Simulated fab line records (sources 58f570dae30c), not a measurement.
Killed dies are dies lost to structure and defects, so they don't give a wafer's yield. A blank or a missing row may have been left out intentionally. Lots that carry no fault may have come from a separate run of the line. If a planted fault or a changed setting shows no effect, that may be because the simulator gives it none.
Which of the tools did it? -- flow berkeley_cmos170 -- 45 wafers from 15 lots sampled at 2 of the route's 331 steps

WHAT THE GAUGES READ, wafer by wafer
UCB170_WELLDRIVE_THK_MEAS_02. Usual: for WELLDRIVE_OXIDE_THK the level is 200 nm and the standard deviation is 3.5.
lot,measured,on,WELLDRIVE_OXIDE_THK (nm),flag
L320,day 3 11:49,film_metro-04,198 198 197,
L321,day 3 16:20,film_metro-02,197 197 200,
L322,day 4 07:44,film_metro-04,201 199 198,
L323,day 4 14:14,film_metro-03,194 196 195,
L324,day 4 14:14,film_metro-04,202 198 200,
L325,day 5 04:23,film_metro-02,296 298 301,OFF
L328,day 5 16:58,film_metro-03,302 302 303,OFF
L333,day 6 05:27,film_metro-03,292 295 290,OFF
L334,day 6 13:26,film_metro-02,202 203 204,
L335,day 6 16:56,film_metro-04,197 200 199,
L336,day 6 16:57,film_metro-02,198 200 198,
L338,day 7 02:37,film_metro-03,201 201 199,
L341,day 7 21:23,film_metro-04,198 201 197,
L343,day 7 21:22,film_metro-03,205 203 200,
L342,day 8 00:51,film_metro-02,205 202 202,

WHICH TOOL RAN EACH LOT (tool, then ch and the chambers of the sampled wafers, then the start)
lot,UCB170_WELLDRIVE_OXIDATION_01
L320,"furnace-03 ch 0, day 3 08:19"
L321,"furnace-01 ch 0, day 3 12:49"
L322,"furnace-01 ch 0, day 4 04:13"
L323,"furnace-01 ch 0, day 4 10:43"
L324,"furnace-01 ch 0, day 4 10:43"
L325,"furnace-03 ch 0, day 4 20:08"
L328,"furnace-03 ch 0, day 5 09:47"
L333,"furnace-02 ch 0, day 5 21:05"
L334,"furnace-03 ch 0, day 6 09:56"
L335,"furnace-03 ch 0, day 6 13:26"
L336,"furnace-03 ch 0, day 6 13:26"
L338,"furnace-03 ch 0, day 6 23:07"
L341,"furnace-01 ch 0, day 7 17:51"
L343,"furnace-01 ch 0, day 7 17:51"
L342,"furnace-01 ch 0, day 7 21:21"
- UCB170_WELLDRIVE_OXIDATION_01: target thk 199 nm, ox time 9000 s.

WHAT THE TOOLS THEMSELVES READ (means of the sampled wafers that have a number; where no wafer has one, the mark that the record gives instead)
UCB170_WELLDRIVE_OXIDATION_01. Usual: spike_tc_load_C 1128.4 C, standard deviation 1.6; tube_center_temp_C 1100 C, standard deviation 0.1.
lot,tool,spike_tc_load_C (C),tube_center_temp_C (C),flag
L320,furnace-03,1129.6,1100,
L321,furnace-01,1126.9,1100,
L322,furnace-01,1127.9,1100,
L323,furnace-01,1128.7,1100,
L324,furnace-01,1128.1,1100,
L325,furnace-03,1128.8,1100,
L328,furnace-03,1128.6,1100,
L333,furnace-02,1123.3,1100,OFF
L334,furnace-03,1129.2,1100,
L335,furnace-03,1129.6,1100,
L336,furnace-03,1129.2,1100,
L338,furnace-03,1129.4,1100,
L341,furnace-01,1128.7,1100,
L343,furnace-01,1128.1,1100,
L342,furnace-01,1127.6,1100,

THE ANSWER, worked out from the rows above alone
Rule: a lot counts as off when the mean over its wafers that have a number is more than 3 standard deviations away from the usual mean. A lot without any number at a reading at which 4 lots or more have one is off too. All remaining lots with rows at the step are treated as sound. After the gauges, taken in route order, come the tools' own readings; for these a lot's mean is taken, as printed above. At the first step where some lot is off, the reading lying furthest off is the one used; lots without a number count as furthest.
Off: L325, L328, L333, at UCB170_WELLDRIVE_THK_MEAS_02 (WELLDRIVE_OXIDE_THK).
If a tool, at a process step before that reading, ran all the lots that are off and no sound lot after the first of them, it fits. Gauges at UCB170_WELLDRIVE_THK_MEAS_02: tried the same way as those tools. Of those tried, none fits.

WHAT WAS PUT IN BY THE SIMULATOR
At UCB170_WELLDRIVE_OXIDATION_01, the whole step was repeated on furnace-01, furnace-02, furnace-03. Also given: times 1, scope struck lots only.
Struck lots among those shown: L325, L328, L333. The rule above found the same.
